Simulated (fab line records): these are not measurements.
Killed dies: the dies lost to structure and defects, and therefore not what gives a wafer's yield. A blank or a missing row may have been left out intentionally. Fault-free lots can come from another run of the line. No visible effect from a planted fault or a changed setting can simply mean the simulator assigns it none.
2 desks, one fault || flow rit_cmos || only its own numbers are on each desk; what lay behind them is given at the end

## FOR THE TOOL OWNER'S DESK: litho_track-02
The tool's own readings at RIT_PLDD_COAT_01 (resist thk 1000 nm): means of the sampled wafers that have a number, for each lot that ran on this tool. If a lot's mean is further than 4 standard deviations from the usual mean, the lot is out of limits and carries the mark OUT (the distance appears in the brackets).
Columns: A = spin_speed_rpm at RIT_PLDD_COAT_01, usual 3249.9 rpm
{"lot": "L584", "first seen here": "day 3 11:02", "A": 3248.5}
{"lot": "L588", "first seen here": "day 4 09:44", "A": 3249.3}
{"lot": "L591", "first seen here": "day 4 21:15", "A": 3248.9}
This desk's verdict: no lot among the 3 shows anything out of limits.

## AT THE METROLOGY DESK
Lot by lot, what the gauges showed, no matter which tool ran the lot: averages of those sampled wafers that carry a number. If a lot's mean is further than 4 standard deviations from the usual mean, the lot is out of limits and carries the mark OUT (the distance appears in the brackets).
Columns: A = NLDD_OVL at RIT_NLDD_OVL_MEAS_06, usual 1.1 nm; B = NLDD_TW at RIT_NLDD_TW_MEAS_10, usual 2504; C = PLDD_OVL at RIT_PLDD_OVL_MEAS_06, usual 0.4 nm
{"lot": "L581", "first seen here": "day 2 21:31", "A": 0.9, "B": 2505, "C": 2.0}
{"lot": "L584", "first seen here": "day 3 10:18", "A": 1.5, "B": 2523, "C": -0.3}
{"lot": "L588", "first seen here": "day 4 08:56", "A": 1.5, "B": 2495, "C": -1.7}
{"lot": "L591", "first seen here": "day 4 20:32", "A": 0.7, "B": 2509, "C": 2.5}
{"lot": "L600", "first seen here": "day 7 08:28", "A": 0.7, "B": 2493, "C": 0.9}
{"lot": "L603", "first seen here": "day 8 05:17", "A": -0.7, "B": 2487, "C": 0.3}
This desk's verdict: no lot among the 6 shows anything out of limits.

## BROUGHT TOGETHER
Nothing out of limits was seen by the tool owner's desk.
At the metrology desk, nothing out of limits was observed.

## WHAT WAS PUT IN BY THE SIMULATOR
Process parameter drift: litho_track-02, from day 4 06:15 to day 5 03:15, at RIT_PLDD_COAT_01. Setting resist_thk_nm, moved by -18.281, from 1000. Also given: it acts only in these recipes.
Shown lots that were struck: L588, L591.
